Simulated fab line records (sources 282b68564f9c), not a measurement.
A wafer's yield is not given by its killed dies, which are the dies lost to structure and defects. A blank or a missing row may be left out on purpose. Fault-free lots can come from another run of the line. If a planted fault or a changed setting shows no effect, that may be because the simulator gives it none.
Which tool is to blame? | flow ritCmos | 21 wafers sampled from 7 lots at 1 step of a route of 202

== WHAT THE GAUGES READ, wafer by wafer ==
RIT_NRETRO_OVL_MEAS_06.
lot  | measured    | on         | NRETRO_OVL (nm)
L976 | day 2 16:09 | overlay-02 | 1.8 -1.2 0.6
L978 | day 3 04:11 | overlay-01 | -0.9 -1.3 -0.3
L982 | day 4 05:51 | overlay-01 | -2.5 -4.6 -2.7
L985 | day 4 18:40 | overlay-02 | 2.0 0.9 2.7
L988 | day 5 06:28 | overlay-02 | -0.1 0.8 0.6
L992 | day 6 03:16 | overlay-01 | 0.3 -0.6 0.4
L995 | day 6 17:01 | overlay-01 | -0.6 0.1 -0.8

== TOOL THAT RAN EACH LOT (tool first, then ch and the chambers of the sampled wafers, then the start) ==
Before these readings, the record contains no process step.

== THE ANSWER, worked out from the rows above alone ==
Rule: the usual values come from the lots themselves. The widest of any qualifying gaps counts: lots, ordered by their means at a reading, are off when they make up no more than a third of the lots, leave a main group of 4 or more, and stand apart from it by 3 or more times the standard deviation of that group's means. A main group is skipped when, at the precision printed for the reading in the tables above, its means are all equal. Also off: a lot with no number at a reading for which 4 or more lots have one. The other lots that the step has rows for count as sound.
None of the lots is off at any reading shown; this tells nothing.

== WHAT HAD BEEN PUT IN BY THE SIMULATOR ==
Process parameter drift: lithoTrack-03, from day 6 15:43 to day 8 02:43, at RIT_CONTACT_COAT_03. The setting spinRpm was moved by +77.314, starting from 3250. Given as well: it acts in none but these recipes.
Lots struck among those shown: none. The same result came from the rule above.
